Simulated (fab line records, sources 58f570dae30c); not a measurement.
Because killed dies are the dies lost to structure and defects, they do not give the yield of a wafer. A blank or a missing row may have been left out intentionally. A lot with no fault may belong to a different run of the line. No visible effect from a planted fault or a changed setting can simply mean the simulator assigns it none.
The tool behind it: which one? -- flow berkeley-cmos170 -- 11 lots, 33 wafers sampled, at 2 steps of a route of 331

WHAT EACH GAUGE READ, for each wafer
UCB170_NVT_TW_MEAS_09. Usual: for NVT_TW the level is 518 and the standard deviation is 4.
lot,measured,on,NVT_TW,flag
L397,day 5 13:04,film-metro-02,520 516 521,
L396,day 5 13:25,film-metro-01,516 516 514,
L398,day 5 13:59,film-metro-04,527 529 530,
L399,day 6 04:30,film-metro-02,517 519 517,
L400,day 6 04:47,film-metro-01,515 515 518,
L405,day 7 08:17,film-metro-01,502 505 505,OFF
L407,day 7 13:31,film-metro-01,505 503 504,OFF
L410,day 8 07:16,film-metro-04,525 524 522,
L412,day 8 07:25,film-metro-01,513 518 514,
L415,day 9 00:59,film-metro-01,517 516 516,
L419,day 9 21:55,film-metro-02,517 516 517,

EACH LOT AND THE TOOL THAT RAN IT (in order: tool; ch and the chambers of the sampled wafers; start)
lot,UCB170_NVT_IMPLANT_07
L397,"implanter-04 ch 0, day 5 12:49"
L396,"implanter-04 ch 0, day 5 13:11"
L398,"implanter-03 ch 0, day 5 13:46"
L399,"implanter-03 ch 0, day 6 04:15"
L400,"implanter-04 ch 0, day 6 04:33"
L405,"implanter-03 ch 0, day 7 08:03"
L407,"implanter-03 ch 0, day 7 13:16"
L410,"implanter-04 ch 0, day 8 07:02"
L412,"implanter-04 ch 0, day 8 07:11"
L415,"implanter-04 ch 0, day 9 00:35"
L419,"implanter-04 ch 0, day 9 21:40"
- UCB170_NVT_IMPLANT_07

WHAT THE TOOLS THEMSELVES READ (means of the sampled wafers that have a number; where no wafer has one, the mark that the record gives instead)
UCB170_NVT_IMPLANT_07. Usual: beam-energy-keV 50.001, standard deviation 0.016; beam-on-s 10.00 s, standard deviation 0.2; dose-ions-cm2 3.0004e+12, standard deviation 2.9e+09.
lot,tool,beam-energy-keV,beam-on-s (s),dose-ions-cm2,flag
L397,implanter-04,50.006,10.00,3.0006e+12,
L396,implanter-04,50.007,9.99,2.9968e+12,
L398,implanter-03,49.983,9.94,2.9998e+12,
L399,implanter-03,50.003,10.01,3.0029e+12,
L400,implanter-04,49.990,10.15,3.0008e+12,
L405,implanter-03,50.022,9.76,2.7936e+12,OFF
L407,implanter-03,50.015,9.73,2.7955e+12,OFF
L410,implanter-04,49.998,10.02,3.0000e+12,
L412,implanter-04,49.996,10.03,3.0013e+12,
L415,implanter-04,50.018,10.23,2.9976e+12,
L419,implanter-04,50.000,9.97,3.0005e+12,

THE ANSWER, worked out from the rows above alone
Rule: a lot is off if the mean of its wafers that have a number lies more than 3 standard deviations from the usual mean. A lot without any number at a reading at which 4 lots or more have one is off too. The other lots that the step has rows for count as sound. After the gauges, taken in route order, come the tools' own readings; for these a lot's mean is taken, as printed above. At the first step where some lot is off, the reading lying furthest off is the one used; lots without a number count as furthest.
Off: L405, L407, at UCB170_NVT_TW_MEAS_09 (NVT_TW).
If a tool, at a process step before that reading, ran all the lots that are off and no sound lot after the first of them, it fits. The gauges at UCB170_NVT_TW_MEAS_09 aren't tried: what is off there is off at UCB170_NVT_IMPLANT_07 too, on other tools, and a gauge's error can't cause that. One candidate fits, namely implanter-03 at UCB170_NVT_IMPLANT_07. A fault onset in the window from L399 (day 6 04:15, its last sound lot) to L405 (day 7 08:03, its first lot off) fits.
The tool's own readings at UCB170_NVT_IMPLANT_07 bear it out: on the lots that are off they differ by more than 5 times the standard deviation of the sound lots' means. dose-ions-cm2 reads 2.7946e+12 there against 3.0000e+12 on the sound lots.

WHAT THE SIMULATOR PUT IN
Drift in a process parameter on implanter-03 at UCB170_NVT_IMPLANT_07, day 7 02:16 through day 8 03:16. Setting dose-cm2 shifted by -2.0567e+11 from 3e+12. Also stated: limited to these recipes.
Lots struck among those shown: L405, L407. Same finding as the rule above.
